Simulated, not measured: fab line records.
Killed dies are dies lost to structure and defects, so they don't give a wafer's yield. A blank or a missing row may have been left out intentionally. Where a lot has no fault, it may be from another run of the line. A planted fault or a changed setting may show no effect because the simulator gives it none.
A lot that was struck, set against a sound lot | flow ritCmos | 15 out of 202 route steps
Sound: wafers L717.2, L717.3, L717.4. Wafers L733.1, L733.3, L733.4 were the ones struck. At the end, the cause is stated.
Per side, at each step with rows, come the tool, then ch with its chambers, and then its first start. Under that, the readings that differ: sound wafers | struck wafers | difference of the means | sigmas: that difference in standard deviations of wafers without a fault.
alike: same words and numbers on both sides, and readings whose means sit less than 2 such deviations apart. not compared: any withheld reading, any reading some wafer has no value for, any bound like >300 that may hide the same value, and any number with overlapping values for which the record gives no deviation.
A row with sigmas, a row that says differs or no value, or rows on one side alone: a step with any of these is where the two part. Numbers that have no deviation but don't overlap get no sigmas and don't part them. A reading missing from all wafers of one side parts the sides only when that side holds two or more wafers.

RIT_M1_SPUTTER_00: material Al, target thk 400 nm, time 500 s.
  struck on pvdSputter-04, day 7 04:27; sound on pvdSputter-04, day 3 21:02
  alike: throttleValvePct
RIT_M1_RS_MEAS_01: a four-point-probe measurement.
  struck on filmMetro-02, day 7 04:44; sound on filmMetro-01, day 3 21:20
  alike: M1_AL_RS
RIT_M1_THK_MEAS_02: measures by xrf.
  struck on filmMetro-02, day 7 04:52; sound on filmMetro-01, day 3 21:27
  alike: M1_AL_THK
then, 6 steps without rows for these wafers: RIT_M1_HMDS_03 (prime time 60 s); RIT_M1_COAT_04 (resist thk 1300 nm); RIT_M1_SOFTBAKE_05 (time 60 s); RIT_M1_EXPOSE_06 (exposes mask M12, target cd 2600 nm); RIT_M1_PEB_07; RIT_M1_DEVELOP_08 (develop time 68 s).
RIT_M1_CD_MEAS_09: the cd target is 2600 nm.
  struck on cdSem-01, day 7 05:53; sound on cdSem-01, day 3 22:29
  alike: cdNm
RIT_M1_OVL_MEAS_10:
  struck on overlay-02, day 7 06:01; sound on overlay-02, day 3 22:35
  alike: M1_OVL
then, 1 step without rows for these wafers: RIT_M1_HARDBAKE_11 (time 120 s).
RIT_M1_METAL_ETCH_12: etches Al in Cl2/BCl3, stops on SiO2, time 165 s, target depth 600 nm.
  sound on rieMetal-02 ch 1, day 3 23:07; struck on rieMetal-04 ch 0,1, day 7 06:18
reading                                | sound                | struck               | difference                    | sigmas
oesProductAu (a.u.)                    | 0.798 0.796 0.797    | 0.985 0.992 1.005    | +0.197                        | +20
rfFwdPowerW (W)                        | 248.5 249.6 249.5    | - - -                | no value on the struck wafers | 
runLengthS (s)                         | 194.21 193.64 193.35 | 128.30 127.76 127.11 | -66.01                        | -99 or more
model.NOVOLAK_of_M1_COAT_04.thkNm (nm) | 818.2 820 816.7      | 941.8 937.4 938.9    | +121.1                        | 
model.M1.featureDepthNm (nm)           | 436.2 436.3 431.4    | 351.9 352.2 358.2    | -80.5                         | 
model.etch.depthNm (nm)                | 404.4 404.8 399.7    | 351.9 352.2 358.2    | -48.9                         | 
  alike: drypumpMotorCurrentA, throttleValvePct
  not compared: rfHoursCounterH
then, 1 step without rows for these wafers: RIT_M1_STRIP_13 (strips in nmp, time 600 s).
RIT_M1_PROBE_99:
  struck on prober-01, day 7 08:34; sound on prober-01, day 4 01:31
reading                               | sound                | struck                                                            | difference                   | sigmas
hold                                  | - - -                | awaitDispo/2.4h/scrap awaitDispo/2.4h/scrap awaitDispo/2.4h/scrap | no value on the sound wafers | 
defectLimitedYield (%)                | 98.5 97.3 98.9       | 0 0 0                                                             | -98                          | -82
killed_at_M0_to_M3                    | 0 1 0                | 258 258 261                                                       | +259                         | +99 or more
killedDies                            | 4 7 3                | 264 264 264                                                       | +259                         | +84
killedOnRim                           | 3 1 0                | 70 70 70                                                          | +69                          | +46
sort_bin_5_function (%)               | 0.8 0.8 0.8          | 98.9 99.2 99.6                                                    | +98.4                        | +99 or more
sortNPass                             | 260 257 261          | 0 0 0                                                             | -259                         | -84
sortYieldPct (%)                      | 98.5 97.3 98.9       | 0 0 0                                                             | -98                          | -82
model.etest.tester.sortNPass          | 260 257 261          | 0 0 0                                                             | -259                         | 
model.etest.tester.sortYieldPct (%)   | 98.48 97.35 98.86    | 0 0 0                                                             | -98                          | 
model.etest.tester.sort_bin_5_pct (%) | 0.7576 0.7576 0.7576 | 98.86 99.24 99.62                                                 | +98.48                       | 
model.etest.pmos_0p3.overLimit        | 0 0 0                | 1 1 1                                                             | +1                           | 
model.etest.pmos_0p15.overLimit       | 0 0 0                | 1 1 1                                                             | +1                           | 
model.etest.fieldPMetal.short         | 0 0 0                | 1 1 1                                                             | +1                           | 
model.etest.antennaM1.short           | 0 0 0                | 1 1 1                                                             | +1                           | 
model.etest.polyCombOverSteps.short   | 0 0 0                | 1 1 1                                                             | +1                           | 
  alike: killedAtContacts, killedAtFrontEnd, killedOpen, killedShort, sort_bin_3_pad_short, sort_bin_6_memory

== WHERE THEY PART ==
At RIT_M1_METAL_ETCH_12 first; at RIT_M1_PROBE_99 last (within this record only).

WHY: the cause the simulator had injected
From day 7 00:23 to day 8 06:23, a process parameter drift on rieMetal-04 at RIT_M1_METAL_ETCH_12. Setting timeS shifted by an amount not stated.
